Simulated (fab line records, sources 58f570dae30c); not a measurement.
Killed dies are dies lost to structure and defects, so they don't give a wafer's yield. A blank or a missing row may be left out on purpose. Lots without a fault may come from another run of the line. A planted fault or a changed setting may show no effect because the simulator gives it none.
Which tool did it? | flow berkeley_cmos170 | 14 lots, 42 wafers sampled, at 7 steps of a route of 331

WHAT THE GAUGES READ, wafer by wafer
UCB170_CONTACT_OVL_MEAS_16.
lot  | measured     | on         | CONTACT_OVL (nm)
L996 | day 7 14:35  | overlay-02 | 3 3 3
L998 | day 7 15:06  | overlay-01 | 2 -6 -9
L100 | day 8 04:59  | overlay-01 | -3 7 6
L102 | day 8 15:34  | overlay-01 | -7 -9 -4
L104 | day 9 04:16  | overlay-02 | 3 -5 7
L106 | day 9 12:42  | overlay-01 | -10 4 -10
L105 | day 9 13:31  | overlay-01 | -3 6 5
L108 | day 9 15:20  | overlay-02 | -1 -10 -6
L109 | day 9 14:37  | overlay-01 | -2 1 -6
L111 | day 10 04:17 | overlay-01 | 5 4 3
L110 | day 10 05:47 | overlay-02 | -13 -7 -6
L114 | day 10 06:28 | overlay-02 | 3 7 -3
L119 | day 11 02:27 | overlay-01 | 4 6 1
L118 | day 11 02:49 | overlay-01 | -8 -13 -9

UCB170_M1_RS_MEAS_01: measures by four-point-probe.
lot  | measured     | on            | M1_AL_RS (ohm/sq)
L996 | day 7 16:52  | film_metro-01 | 0.0479 0.0479 0.0477
L998 | day 7 16:52  | film_metro-02 | 0.0488 0.0478 0.0481
L100 | day 8 05:38  | film_metro-03 | 0.0480 0.0472 0.0476
L102 | day 8 16:13  | film_metro-03 | 0.0478 0.0490 0.0478
L104 | day 9 04:56  | film_metro-01 | 0.0483 0.0490 0.0487
L106 | day 9 13:22  | film_metro-02 | 0.0477 0.0480 0.0476
L105 | day 9 14:11  | film_metro-01 | 0.0489 0.0488 0.0489
L108 | day 9 16:00  | film_metro-02 | 0.0490 0.0486 0.0490
L109 | day 9 15:16  | film_metro-03 | 0.0482 0.0481 0.0481
L111 | day 10 04:59 | film_metro-01 | 0.0481 0.0480 0.0482
L110 | day 10 06:28 | film_metro-03 | 0.0667 0.0672 0.0668
L114 | day 10 09:19 | film_metro-02 | 0.0694 0.0692 0.0687
L119 | day 11 03:09 | film_metro-01 | 0.0486 0.0489 0.0488
L118 | day 11 03:34 | film_metro-02 | 0.0483 0.0489 0.0482

UCB170_M1_THK_MEAS_02: measures by xrf.
lot  | measured     | on            | M1_AL_THK (nm)
L996 | day 7 16:59  | film_metro-01 | 618 621 621
L998 | day 7 16:59  | film_metro-02 | 597 609 609
L100 | day 8 05:46  | film_metro-03 | 612 622 618
L102 | day 8 16:20  | film_metro-03 | 615 601 618
L104 | day 9 05:03  | film_metro-01 | 610 604 608
L106 | day 9 13:29  | film_metro-02 | 616 608 617
L105 | day 9 14:18  | film_metro-01 | 605 605 604
L108 | day 9 16:07  | film_metro-02 | 603 601 596
L109 | day 9 15:23  | film_metro-03 | 606 608 611
L111 | day 10 05:07 | film_metro-01 | 617 618 612
L110 | day 10 06:35 | film_metro-03 | 442 435 437
L114 | day 10 09:26 | film_metro-02 | 427 430 429
L119 | day 11 03:16 | film_metro-01 | 607 609 610
L118 | day 11 03:41 | film_metro-02 | 601 599 609

UCB170_V2_CD_MEAS_12: target cd 700 nm.
lot  | measured     | on        | cd_nm (nm)
L996 | day 8 08:02  | cd_sem-01 | 702.6 702.5 701.8
L998 | day 8 07:41  | cd_sem-01 | 699.7 701.0 702.0
L100 | day 8 18:51  | cd_sem-02 | 701.4 702.2 700.7
L102 | day 9 09:40  | cd_sem-02 | 698.2 699.4 698.0
L104 | day 10 00:11 | cd_sem-02 | 702.3 700.6 701.0
L106 | day 10 04:53 | cd_sem-02 | 698.2 698.8 696.6
L105 | day 10 04:19 | cd_sem-02 | 700.7 699.4 699.3
L108 | day 10 07:46 | cd_sem-01 | 702.0 701.4 702.2
L109 | day 10 04:35 | cd_sem-02 | 697.9 697.5 699.0
L111 | day 10 20:47 | cd_sem-02 | 698.1 699.9 698.7
L110 | day 10 21:50 | cd_sem-01 | 700.6 700.5 701.0
L114 | day 11 00:44 | cd_sem-02 | 698.8 699.4 698.2
L119 | day 11 16:05 | cd_sem-01 | 700.2 699.6 699.5
L118 | day 11 16:20 | cd_sem-02 | 699.2 698.7 698.6

WHICH TOOL RAN EACH LOT (tool, then ch and the chambers of the sampled wafers, then the start)
lot  | UCB170_SDANNEAL_RTA_01           | UCB170_M1_SPUTTER_00         | UCB170_M1_METAL_ETCH_12
L996 | rtp_anneal-02 ch 0, day 7 07:47  | pvd_sputter-03, day 7 16:47  | rie_metal-01 ch 0,1, day 7 19:14
L998 | rtp_anneal-01 ch 0, day 7 07:58  | pvd_sputter-01, day 7 16:47  | rie_metal-04 ch 0,1, day 7 19:28
L100 | rtp_anneal-02 ch 0, day 7 20:50  | pvd_sputter-03, day 8 05:35  | rie_metal-04 ch 0,1, day 8 07:29
L102 | rtp_anneal-02 ch 0, day 8 08:32  | pvd_sputter-01, day 8 16:10  | rie_metal-02 ch 0, day 8 17:43
L104 | rtp_anneal-02 ch 0, day 8 21:02  | pvd_sputter-02, day 9 04:52  | rie_metal-02 ch 0,1, day 9 06:45
L106 | rtp_anneal-01 ch 0, day 9 07:24  | pvd_sputter-03, day 9 13:18  | rie_metal-04 ch 1, day 9 14:54
L105 | rtp_anneal-02 ch 0, day 9 07:35  | pvd_sputter-02, day 9 14:07  | rie_metal-02 ch 0,1, day 9 16:00
L108 | rtp_anneal-01 ch 0, day 9 07:51  | pvd_sputter-03, day 9 15:56  | rie_metal-02 ch 0,1, day 9 18:16
L109 | rtp_anneal-01 ch 0, day 9 08:02  | pvd_sputter-03, day 9 15:13  | rie_metal-01 ch 1, day 9 17:26
L111 | rtp_anneal-02 ch 0, day 9 22:04  | pvd_sputter-01, day 10 04:56 | rie_metal-02 ch 0,1, day 10 07:14
L110 | rtp_anneal-01 ch 0, day 9 22:14  | pvd_sputter-03, day 10 06:23 | rie_metal-01 ch 1, day 10 07:58
L114 | rtp_anneal-01 ch 0, day 9 22:52  | pvd_sputter-03, day 10 09:14 | rie_metal-01 ch 0,1, day 10 11:17
L119 | rtp_anneal-02 ch 0, day 10 20:36 | pvd_sputter-02, day 11 03:04 | rie_metal-04 ch 0,1, day 11 04:40
L118 | rtp_anneal-01 ch 0, day 10 20:56 | pvd_sputter-01, day 11 03:30 | rie_metal-02 ch 0,1, day 11 04:56
- UCB170_SDANNEAL_RTA_01: time 5 s.
- UCB170_M1_SPUTTER_00: material Al, target thk 600 nm, time 80 s.
- UCB170_M1_METAL_ETCH_12: etches Al in Cl2/BCl3, stops on PSG, target depth 780 nm, time 130 s.

WHAT THE TOOLS THEMSELVES READ (means of the sampled wafers that have a number; where no wafer has one, the mark that the record gives instead)
UCB170_SDANNEAL_RTA_01.
lot  | tool          | lamp_power_pct (%) | wafer_temp_C_max
L996 | rtp_anneal-02 | 36.7               | 1054.7
L998 | rtp_anneal-01 | 32.4               | 1054.1
L100 | rtp_anneal-02 | 36.6               | 1056.4
L102 | rtp_anneal-02 | 36.6               | 1054.7
L104 | rtp_anneal-02 | 36.6               | 1056.2
L106 | rtp_anneal-01 | 32.3               | 1053.1
L105 | rtp_anneal-02 | 36.6               | 1055.7
L108 | rtp_anneal-01 | 32.4               | 1053.3
L109 | rtp_anneal-01 | 32.4               | 1054.2
L111 | rtp_anneal-02 | 36.6               | 1055.0
L110 | rtp_anneal-01 | 32.4               | 1054.2
L114 | rtp_anneal-01 | 32.4               | 1053.6
L119 | rtp_anneal-02 | 36.6               | 1056.2
L118 | rtp_anneal-01 | 32.4               | 1054.4

UCB170_M1_SPUTTER_00.
lot  | tool           | throttle_valve_pct (%)
L996 | pvd_sputter-03 | 29.9
L998 | pvd_sputter-01 | 29.9
L100 | pvd_sputter-03 | 29.7
L102 | pvd_sputter-01 | 30.5
L104 | pvd_sputter-02 | 30.7
L106 | pvd_sputter-03 | 29.8
L105 | pvd_sputter-02 | 30.6
L108 | pvd_sputter-03 | 29.6
L109 | pvd_sputter-03 | 29.3
L111 | pvd_sputter-01 | 30.7
L110 | pvd_sputter-03 | 29.4
L114 | pvd_sputter-03 | 30.0
L119 | pvd_sputter-02 | 29.4
L118 | pvd_sputter-01 | 31.0

UCB170_M1_METAL_ETCH_12.
lot  | tool         | drypump_motor_current_A (A) | oes_product_au (a.u.) | throttle_valve_pct (%)
L996 | rie_metal-01 | 5.9                         | 0.834                 | 24.43
L998 | rie_metal-04 | 6.2                         | 0.857                 | 24.25
L100 | rie_metal-04 | 6.0                         | 0.870                 | 24.25
L102 | rie_metal-02 | 5.5                         | 0.860                 | 24.48
L104 | rie_metal-02 | 5.1                         | 0.859                 | 24.45
L106 | rie_metal-04 | 5.8                         | 0.869                 | 24.25
L105 | rie_metal-02 | 5.1                         | 0.860                 | 24.45
L108 | rie_metal-02 | 5.1                         | 0.863                 | 24.45
L109 | rie_metal-01 | 6.0                         | 0.841                 | 24.21
L111 | rie_metal-02 | 5.3                         | 0.863                 | 24.45
L110 | rie_metal-01 | 6.0                         | 0.709                 | 24.27
L114 | rie_metal-01 | 5.9                         | 0.699                 | 24.39
L119 | rie_metal-04 | 6.0                         | 0.854                 | 24.24
L118 | rie_metal-02 | 5.1                         | 0.862                 | 24.45

THE ANSWER, worked out from the rows above alone
Rule: what is usual is taken from the lots themselves. Put in order of their means at a reading, lots are off if they are a third of the lots or fewer, leave a main group of 4 or more, and stand apart from it by a gap of 3 or more times the standard deviation of the main group's means; of several such gaps the widest counts. A main group whose means are all the same, to the digits that the tables above print for the reading, isn't used. A lot without any number at a reading at which 4 lots or more have one is off too. The other lots that the step has rows for count as sound. The gauges are gone through in route order, then the tools' own readings, and for those a lot's mean is taken as printed above. The first step at which some lot is off is used, and at that step the reading that is off furthest; a lot without a number counts as furthest.
Off: L110, L114, at UCB170_M1_RS_MEAS_01 (M1_AL_RS). The main group: mean 0.0483 ohm/sq, standard deviation 0.00042.
A tool fits if, at a process step before that reading, it ran every lot that is off, and no sound lot after the first of them. The gauges at UCB170_M1_RS_MEAS_01 aren't tried: what is off there is off at UCB170_M1_METAL_ETCH_12 too, on other tools, and a gauge's error can't cause that. One fits: pvd_sputter-03 at UCB170_M1_SPUTTER_00. Its last sound lot is L108 (day 9 15:56), its first lot that is off L110 (day 10 06:23): a fault that began between those two fits.

WHAT THE SIMULATOR HAD PUT IN
Process parameter drift: pvd_sputter-03, from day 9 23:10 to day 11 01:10, at UCB170_M1_SPUTTER_00. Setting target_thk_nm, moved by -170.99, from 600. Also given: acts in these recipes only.
Lots struck among those shown: L110, L114. The rule above found the same.
